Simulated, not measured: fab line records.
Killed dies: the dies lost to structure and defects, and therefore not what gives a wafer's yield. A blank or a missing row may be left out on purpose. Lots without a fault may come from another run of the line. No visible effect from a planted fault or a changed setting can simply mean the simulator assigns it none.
What tool caused it? / flow rit_cmos / 45 wafers from 15 lots sampled at 3 of the route's 202 steps

== WHAT THE GAUGES SHOWED, per wafer ==
RIT_M1_RS_MEAS_01: measures by four-point-probe.
lot=L972; measured=day 3 09:52; on=film_metro-03; M1_AL_RS (ohm/sq)=0.0736 0.0737 0.0742
lot=L973; measured=day 3 20:29; on=film_metro-01; M1_AL_RS (ohm/sq)=0.0736 0.0737 0.0735
lot=L974; measured=day 4 00:31; on=film_metro-03; M1_AL_RS (ohm/sq)=0.0366 0.0365 0.0364
lot=L975; measured=day 4 02:59; on=film_metro-02; M1_AL_RS (ohm/sq)=0.0734 0.0733 0.0733
lot=L979; measured=day 5 01:25; on=film_metro-02; M1_AL_RS (ohm/sq)=0.0365 0.0363 0.0365
lot=L985; measured=day 6 03:43; on=film_metro-01; M1_AL_RS (ohm/sq)=0.0357 0.0361 0.0359
lot=L986; measured=day 6 09:37; on=film_metro-01; M1_AL_RS (ohm/sq)=0.0749 0.0746 0.0748
lot=L988; measured=day 6 15:06; on=film_metro-03; M1_AL_RS (ohm/sq)=0.0735 0.0738 0.0735
lot=L989; measured=day 7 00:13; on=film_metro-02; M1_AL_RS (ohm/sq)=0.0727 0.0729 0.0734
lot=L990; measured=day 7 06:22; on=film_metro-01; M1_AL_RS (ohm/sq)=0.0741 0.0733 0.0738
lot=L991; measured=day 7 09:44; on=film_metro-02; M1_AL_RS (ohm/sq)=0.0736 0.0739 0.0742
lot=L992; measured=day 7 16:35; on=film_metro-02; M1_AL_RS (ohm/sq)=0.0734 0.0723 0.0727
lot=L993; measured=day 7 20:41; on=film_metro-02; M1_AL_RS (ohm/sq)=0.0735 0.0737 0.0735
lot=L994; measured=day 8 01:01; on=film_metro-03; M1_AL_RS (ohm/sq)=0.0729 0.0737 0.0726
lot=L995; measured=day 8 01:58; on=film_metro-03; M1_AL_RS (ohm/sq)=0.0741 0.0737 0.0741

RIT_M1_THK_MEAS_02: measures by xrf.
lot=L972; measured=day 3 09:59; on=film_metro-03; M1_AL_THK (nm)=407 407 405
lot=L973; measured=day 3 20:36; on=film_metro-01; M1_AL_THK (nm)=409 406 411
lot=L974; measured=day 4 00:37; on=film_metro-03; M1_AL_THK (nm)=806 810 819
lot=L975; measured=day 4 03:05; on=film_metro-02; M1_AL_THK (nm)=414 415 415
lot=L979; measured=day 5 01:32; on=film_metro-02; M1_AL_THK (nm)=822 829 826
lot=L985; measured=day 6 03:49; on=film_metro-01; M1_AL_THK (nm)=834 829 833
lot=L986; measured=day 6 09:44; on=film_metro-01; M1_AL_THK (nm)=402 406 402
lot=L988; measured=day 6 15:13; on=film_metro-03; M1_AL_THK (nm)=411 405 409
lot=L989; measured=day 7 00:19; on=film_metro-02; M1_AL_THK (nm)=411 411 410
lot=L990; measured=day 7 06:29; on=film_metro-01; M1_AL_THK (nm)=412 414 411
lot=L991; measured=day 7 09:51; on=film_metro-02; M1_AL_THK (nm)=408 404 405
lot=L992; measured=day 7 16:42; on=film_metro-02; M1_AL_THK (nm)=410 413 412
lot=L993; measured=day 7 20:49; on=film_metro-02; M1_AL_THK (nm)=408 408 409
lot=L994; measured=day 8 01:07; on=film_metro-03; M1_AL_THK (nm)=409 406 412
lot=L995; measured=day 8 02:05; on=film_metro-03; M1_AL_THK (nm)=400 406 402

== WHAT TOOL EACH LOT RAN ON (gives the tool, then ch and the chambers of the sampled wafers, and finally the start) ==
lot=L972; RIT_M1_SPUTTER_00=pvd_sputter-01, day 3 09:34
lot=L973; RIT_M1_SPUTTER_00=pvd_sputter-02, day 3 20:11
lot=L974; RIT_M1_SPUTTER_00=pvd_sputter-01, day 3 23:44
lot=L975; RIT_M1_SPUTTER_00=pvd_sputter-02, day 4 02:40
lot=L979; RIT_M1_SPUTTER_00=pvd_sputter-02, day 5 00:34
lot=L985; RIT_M1_SPUTTER_00=pvd_sputter-02, day 6 02:56
lot=L986; RIT_M1_SPUTTER_00=pvd_sputter-01, day 6 09:19
lot=L988; RIT_M1_SPUTTER_00=pvd_sputter-04, day 6 14:47
lot=L989; RIT_M1_SPUTTER_00=pvd_sputter-01, day 6 23:53
lot=L990; RIT_M1_SPUTTER_00=pvd_sputter-02, day 7 06:04
lot=L991; RIT_M1_SPUTTER_00=pvd_sputter-01, day 7 09:26
lot=L992; RIT_M1_SPUTTER_00=pvd_sputter-02, day 7 16:16
lot=L993; RIT_M1_SPUTTER_00=pvd_sputter-01, day 7 20:24
lot=L994; RIT_M1_SPUTTER_00=pvd_sputter-01, day 8 00:41
lot=L995; RIT_M1_SPUTTER_00=pvd_sputter-04, day 8 01:40
- RIT_M1_SPUTTER_00: material Al, target thk 400 nm, time 500 s.

== AS READ BY THE TOOLS THEMSELVES (means over the sampled wafers that have a number; for cases with no such wafer, the mark the record gives instead) ==
RIT_M1_SPUTTER_00.
lot=L972; tool=pvd_sputter-01; throttle_valve_pct (%)=29.6
lot=L973; tool=pvd_sputter-02; throttle_valve_pct (%)=28.9
lot=L974; tool=pvd_sputter-01; throttle_valve_pct (%)=29.4
lot=L975; tool=pvd_sputter-02; throttle_valve_pct (%)=29.4
lot=L979; tool=pvd_sputter-02; throttle_valve_pct (%)=28.7
lot=L985; tool=pvd_sputter-02; throttle_valve_pct (%)=28.8
lot=L986; tool=pvd_sputter-01; throttle_valve_pct (%)=29.5
lot=L988; tool=pvd_sputter-04; throttle_valve_pct (%)=30.5
lot=L989; tool=pvd_sputter-01; throttle_valve_pct (%)=29.5
lot=L990; tool=pvd_sputter-02; throttle_valve_pct (%)=29.5
lot=L991; tool=pvd_sputter-01; throttle_valve_pct (%)=29.5
lot=L992; tool=pvd_sputter-02; throttle_valve_pct (%)=28.8
lot=L993; tool=pvd_sputter-01; throttle_valve_pct (%)=29.4
lot=L994; tool=pvd_sputter-01; throttle_valve_pct (%)=30.1
lot=L995; tool=pvd_sputter-04; throttle_valve_pct (%)=30.1

== THE ANSWER, worked out from the rows above alone ==
Rule: the lots themselves supply what counts as usual. Put in order of their means at a reading, lots are off if they are a third of the lots or fewer, leave a main group of 4 or more, and stand apart from it by a gap of 3 or more times the standard deviation of the main group's means; of several such gaps the widest counts. The tables above print the reading to a certain number of digits; a main group whose means all agree to those digits is not used. A lot without any number at a reading at which 4 lots or more have one is off too. The other lots that the step has rows for count as sound. After the gauges, taken in route order, come the tools' own readings; for these a lot's mean is taken, as printed above. At the first step where some lot is off, the reading lying furthest off is the one used; lots without a number count as furthest.
Off: L974, L979, L985, seen at RIT_M1_RS_MEAS_01 (M1_AL_RS). Main group: mean 0.0736 ohm/sq, sd 0.0005.
A tool fits if, at a process step before that reading, it ran every lot that is off, and no sound lot after the first of them. Those tools and the gauges at RIT_M1_RS_MEAS_01 are tried in the same way. Not one of the candidates tried fits.

== WHAT THE SIMULATOR HAD PUT IN ==
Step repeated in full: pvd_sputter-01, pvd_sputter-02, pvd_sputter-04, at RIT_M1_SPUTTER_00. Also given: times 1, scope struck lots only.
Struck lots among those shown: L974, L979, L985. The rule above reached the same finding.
